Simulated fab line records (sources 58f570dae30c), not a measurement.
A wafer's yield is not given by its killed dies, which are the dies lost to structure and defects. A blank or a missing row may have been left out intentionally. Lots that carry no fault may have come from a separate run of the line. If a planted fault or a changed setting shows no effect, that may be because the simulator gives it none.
The tool behind it: which one? | flow berkeley-cmos170 | 42 wafers from 14 lots sampled at 2 of the route's 331 steps

== WHAT THE GAUGES READ, wafer by wafer ==
UCB170_M3_CD_MEAS_15 targets a cd of 700 nm.
lot  | measured     | on        | cd-nm (nm)
L352 | day 9 02:28  | cd-sem-01 | 702.1 702.2 703.5
L353 | day 9 16:27  | cd-sem-02 | 700.6 699.2 700.2
L355 | day 10 19:32 | cd-sem-01 | 701.1 700.2 699.5
L354 | day 10 19:40 | cd-sem-01 | 700.1 701.3 701.1
L357 | day 10 19:49 | cd-sem-01 | 700.8 699.6 701.4
L359 | day 11 12:44 | cd-sem-02 | 698.3 699.0 699.2
L358 | day 11 13:01 | cd-sem-01 | 699.9 700.5 699.1
L362 | day 12 09:41 | cd-sem-01 | 703.9 704.2 705.9
L361 | day 12 12:14 | cd-sem-02 | 699.6 699.3 698.1
L360 | day 12 13:16 | cd-sem-02 | 722.5 724.8 723.8
L364 | day 13 05:22 | cd-sem-01 | 717.5 717.5 718.8
L363 | day 13 06:56 | cd-sem-02 | 700.3 699.7 700.9
L371 | day 14 16:58 | cd-sem-02 | 699.8 700.7 699.4
L373 | day 15 07:55 | cd-sem-02 | 699.7 698.0 698.9

== TOOL THAT RAN EACH LOT (tool first, then ch and the chambers of the sampled wafers, then the start) ==
lot  | UCB170_M3_SOFTBAKE_11
L352 | litho-track-01 ch 0, day 9 01:00
L353 | litho-track-02 ch 0, day 9 15:00
L355 | litho-track-02 ch 0, day 10 18:00
L354 | litho-track-02 ch 0, day 10 19:00
L357 | litho-track-03 ch 0, day 10 19:00
L359 | litho-track-03 ch 0, day 11 12:00
L358 | litho-track-01 ch 0, day 11 12:00
L362 | litho-track-01 ch 0, day 12 08:00
L361 | litho-track-03 ch 0, day 12 11:00
L360 | litho-track-03 ch 0, day 12 12:00
L364 | litho-track-03 ch 0, day 13 04:00
L363 | litho-track-02 ch 0, day 13 06:00
L371 | litho-track-01 ch 0, day 14 16:00
L373 | litho-track-02 ch 0, day 15 07:00
- UCB170_M3_SOFTBAKE_11: time 60 s.

== WHAT THE TOOLS THEMSELVES READ (means of the sampled wafers that have a number; where no wafer has one, the mark that the record gives instead) ==
UCB170_M3_SOFTBAKE_11.
lot  | tool           | heater-power-total-W (W) | run-length-s (s)
L352 | litho-track-01 | 56.81                    | 88.92
L353 | litho-track-02 | 56.75                    | 88.72
L355 | litho-track-02 | 56.83                    | 88.77
L354 | litho-track-02 | 56.82                    | 88.68
L357 | litho-track-03 | 56.79                    | 89.31
L359 | litho-track-03 | 56.78                    | 89.47
L358 | litho-track-01 | 56.81                    | 89.11
L362 | litho-track-01 | 56.74                    | 88.98
L361 | litho-track-03 | 56.82                    | 89.27
L360 | litho-track-03 | 80.21                    | 44.72
L364 | litho-track-03 | 80.20                    | 44.72
L363 | litho-track-02 | 56.83                    | 88.65
L371 | litho-track-01 | 56.84                    | 89.04
L373 | litho-track-02 | 56.77                    | 88.66

== THE ANSWER, worked out from the rows above alone ==
Rule: the lots themselves supply what counts as usual. Put in order of their means at a reading, lots are off if they are a third of the lots or fewer, leave a main group of 4 or more, and stand apart from it by a gap of 3 or more times the standard deviation of the main group's means; of several such gaps the widest counts. The tables above print the reading to a certain number of digits; a main group whose means all agree to those digits is not used. Also off: a lot with no number at a reading for which 4 or more lots have one. Where the step has rows for the other lots, those lots are counted as sound. After the gauges, taken in route order, come the tools' own readings; for these a lot's mean is taken, as printed above. At the first step where some lot is off, the reading lying furthest off is the one used; lots without a number count as furthest.
Off, at UCB170_M3_CD_MEAS_15 on cd-nm: L360, L364. Main group: mean 700.5 nm, sd 1.6.
If a tool, at a process step before that reading, ran all the lots that are off and no sound lot after the first of them, it fits. The gauges at UCB170_M3_CD_MEAS_15 aren't tried: what is off there is off at UCB170_M3_SOFTBAKE_11 too, on other tools, and a gauge's error can't cause that. One fits: UCB170_M3_SOFTBAKE_11 on litho-track-03. Its last sound lot is L361 (day 12 11:00), its first lot that is off L360 (day 12 12:00): a fault that began between those two fits.
The tool's own readings at UCB170_M3_SOFTBAKE_11 bear it out: on the lots that are off they differ by more than 5 times the standard deviation of the sound lots' means. heater-power-total-W reads 80.20 W there against 56.80 W on the sound lots; run-length-s reads 44.72 s there against 88.97 s on the sound lots.

== WHAT THE SIMULATOR HAD INSERTED ==
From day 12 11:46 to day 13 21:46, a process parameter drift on litho-track-03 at UCB170_M3_SOFTBAKE_11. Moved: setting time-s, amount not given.
Struck lots among those shown: L360, L364. This agrees with what the rule above found.
